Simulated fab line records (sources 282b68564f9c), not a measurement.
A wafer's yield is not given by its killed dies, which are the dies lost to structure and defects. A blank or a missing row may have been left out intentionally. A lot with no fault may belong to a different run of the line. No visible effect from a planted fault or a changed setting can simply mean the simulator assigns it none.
fab line records    flow rit-cmos
record: lots: 14  wafers: 42  last-day: 7
route steps=202 shown FOX1@20 M1@202
lots with no fault: from the same line, run without faults
start-h: the number of hours between the record's first day and the start of the first shown wafer of the lot    wait-h: hours from the lot's prior step to this one    " identical to the entry in the row above    L1.1+2: several wafers, shown together as one row    - no value present, or no start provided    * or withheld: withheld    < > ~ a bound
route shown NAME@n: NAME is a module with steps in the file, n the number in the route of the first one    usual: average and standard deviation across the fault-free wafers    same: alike in all rows    chamber/n: place in a boat    sites: per-site readings    _std_site: how widely they spread, as a standard deviation    _edge_site: mean of outer sites minus mean of inner sites    radius-mm: how far each site lies from the wafer's centre    mask NAME#n: copy n    behind: the tool/chamber that last shaped the wafer    hold: why the lot went on hold/how many hours it stayed there/how the hold came to an end    device: which transistor (n, p or np) failed to switch    end of line: the tests these same wafers got at the end of their route    step lacking rows: just its recipe    killed: dies that structure and defects cost at the first sort, which is not the same as the wafer's yield    map: a wafer's dies, x killed, . not, _ none there
set.NAME: the setting that was run; set.NAME@STEP: the one run at that earlier step    model.NAME: the simulator's own value behind a step, which no gauge read
a sample of lots followed through the steps of the route, with each step as a table and each wafer as a row
services: the hour from which a tool's chamber was out of use, counted from the record's first day as start-h (under 0 if before that day), plus the number of hours and why
== steps ==
step: RIT_FOX1_OXIDATION_00
recipe: temp-c: 1100  ambient: H2O  target-thk-a: 3507  p-h2o-torr: 720  ox-time-s: 1130
usual: ox-time-s: 1130/0
lot.wafer  tool        chamber  start-h  wait-h  ox-time-s
L890.1     furnace-01  0        15.68    0.0     1130
L890.2     "           0        "        "       1130
L890.5     "           0        "        "       1130
L892.1     furnace-02  0        27.05    1.3     1130
L892.4     "           0        "        "       1130
L892.5     "           0        "        "       1130
L893.1     furnace-02  0        30.92    0.4     1130
L893.5     "           0        "        "       1130
L893.6     "           0        "        "       1130
L894.2     furnace-03  0        35.81    0.0     1130
L894.5     "           0        "        "       1130
L894.6     "           0        "        "       1130
L895.1     furnace-02  0        40.70    0.0     1130
L895.2     "           0        "        "       1130
L895.4     "           0        "        "       1130
L896.3     furnace-01  0        45.54    0.0     1130
L896.4     "           0        "        "       1130
L896.6     "           0        "        "       1130
L898.2     furnace-02  0        55.76    0.1     1130
L898.5     "           0        "        "       1130
L898.6     "           0        "        "       1130
L899.1     furnace-02  0        60.52    0.0     1130
L899.2     "           0        "        "       1130
L899.4     "           0        "        "       1130
L901.1     furnace-02  0        72.44    1.8     1130
L901.4     "           0        "        "       1130
L901.6     "           0        "        "       1130
L902.1     furnace-02  0        76.77    0.0     1130
L902.2     "           0        "        "       1130
L902.4     "           0        "        "       1130
L903.2     furnace-01  0        81.12    0.0     1130
L903.3     "           0        "        "       1130
L903.5     "           0        "        "       1130
L907.2     furnace-01  0        103.64   2.1     1130
L907.3     "           0        "        "       1130
L907.5     "           0        "        "       1130
L909.1     furnace-01  0        111.92   1.1     508.5
L909.3     "           0        "        "       508.5
L909.5     "           0        "        "       508.5
L913.1     furnace-01  0        130.92   0.0     508.5
L913.5     "           0        "        "       508.5
L913.6     "           0        "        "       508.5
step: RIT_FOX1_THK_MEAS_01
recipe: reads: SiO2_of_FOX1_OXIDATION_00
usual: FOX1_OXIDE_THK: 356/7.4
lot.wafer  tool           chamber  start-h  wait-h  FOX1_OXIDE_THK[nm]
L890.1     film-metro-01  -        16.99    0.0     345
L890.2     "              -        "        "       346
L890.5     "              -        "        "       346
L892.1     film-metro-01  -        28.37    0.0     366
L892.4     "              -        "        "       360
L892.5     "              -        "        "       366
L893.1     film-metro-03  -        32.23    0.0     362
L893.5     "              -        "        "       366
L893.6     "              -        "        "       357
L894.2     film-metro-04  -        37.13    0.0     352
L894.5     "              -        "        "       341
L894.6     "              -        "        "       345
L895.1     film-metro-04  -        42.01    0.0     354
L895.2     "              -        "        "       358
L895.4     "              -        "        "       355
L896.3     film-metro-04  -        46.87    0.0     363
L896.4     "              -        "        "       356
L896.6     "              -        "        "       366
L898.2     film-metro-03  -        57.08    0.0     357
L898.5     "              -        "        "       362
L898.6     "              -        "        "       363
L899.1     film-metro-01  -        61.84    0.0     371
L899.2     "              -        "        "       372
L899.4     "              -        "        "       363
L901.1     film-metro-01  -        73.75    0.0     355
L901.4     "              -        "        "       361
L901.6     "              -        "        "       350
L902.1     film-metro-03  -        78.08    0.0     355
L902.2     "              -        "        "       367
L902.4     "              -        "        "       357
L903.2     film-metro-03  -        82.44    0.0     344
L903.3     "              -        "        "       344
L903.5     "              -        "        "       344
L907.2     film-metro-01  -        104.96   0.0     344
L907.3     "              -        "        "       351
L907.5     "              -        "        "       352
L909.1     film-metro-01  -        113.24   0.0     208
L909.3     "              -        "        "       220
L909.5     "              -        "        "       213
L913.1     film-metro-03  -        132.23   0.0     222
L913.5     "              -        "        "       215
L913.6     "              -        "        "       215
step: RIT_M1_PROBE_99
usual: killed-at-contacts: 0.1/0.26  killed-at-front-end: 7/3.1  killed-dies: 7/3.1  killed-open: 3.5/1.9  killed-short: 3.4/2.1
same: gross-dies: 264  killed_at_M0_to_M3: 0  killed_at_M4_up: 0  killed-at-back-side: 0  killed-at-other: 0
lot.wafer  tool       chamber  start-h  wait-h  killed-at-contacts  killed-at-front-end  killed-dies  killed-open  killed-short
L901.1     prober-01  -        114.86   0.1     0                   9                    9            6            3
L901.4     prober-01  -        115.01   0.2     0                   10                   10           5            5
L901.6     prober-01  -        115.11   0.2     0                   2                    2            0            2
L909.1     prober-01  -        154.66   0.1     1                   7                    8            5            3
L909.3     prober-01  -        154.76   0.2     1                   8                    9            3            6
L909.5     prober-01  -        154.86   0.2     0                   8                    8            3            5
killed by level:class
L901.1 REOX:geometric-particle:open=3 FOX1:geometric-particle:open=1 GATE:geometric-particle:short=1 GATE:geometric-particle:open=1 REOX:geometric-particle:short=1 SPACER:geometric-particle:open=1 SILICIDE:geometric-particle:short=1
L901.4 REOX:geometric-particle:open=2 REOX:geometric-particle:short=2 FOX1:geometric-particle:short=1 FOX1:geometric-particle:open=1 GATE:geometric-particle:short=1 SPACER:geometric-particle:open=1 SILICIDE:geometric-particle:short=1 SILICIDE:geometric-particle:open=1
L901.6 GATE:geometric-particle:short=1 REOX:geometric-particle:short=1
L909.1 FOX1:geometric-particle:open=2 GATE:geometric-particle:short=2 FOX1:geometric-particle:short=1 GATE:geometric-particle:open=1 REOX:geometric-particle:open=1 CONTACT:geometric-particle:open=1
L909.3 GATE:geometric-particle:short=3 FOX1:geometric-particle:short=2 FOX2:geometric-particle:short=1 GATE:geometric-particle:open=1 REOX:geometric-particle:open=1 CONTACT:geometric-particle:open=1
L909.5 GATE:geometric-particle:short=3 FOX1:geometric-particle:open=2 FOX1:geometric-particle:short=1 GATE:geometric-particle:open=1 SPACER:geometric-particle:short=1
== services ==
tool        chamber  start-h  hours  kind
furnace-03  -        -4.72    7.2    repair
furnace-01  -        28.25    3.7    pm
furnace-03  -        62.05    5.0    pm
furnace-03  -        98.44    2.9    pm
== key ==
first-sign: step: RIT_FOX1_OXIDATION_00  reading: ox-time-s  direction: down  sigmas: 99+  usual: *  struck: *
effect: step: RIT_FOX1_THK_MEAS_01  reading: FOX1_OXIDE_THK  direction: down  sigmas: 19  usual: 356  struck: 215
met-at RIT_FOX1_OXIDATION_00
struck-lots L909,L913
tester-left-out L909,L913
onset-between 103.64 111.92
fault: kind: process-parameter-drift  tool: furnace-01  chamber: -  onset-h: 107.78  steps: RIT_FOX1_OXIDATION_00  channel: ox-time-s  offset: *  shape: step  end-h: 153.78  acts-in: *  stated: *
tester-left-out: of these lots the tester's yield and bins aren't shown, on N5 and GAA mostly nor the transistor test; their killed dies are dies lost to structure and defects alone, not to doping, threshold or leakage, so they don't give the yield
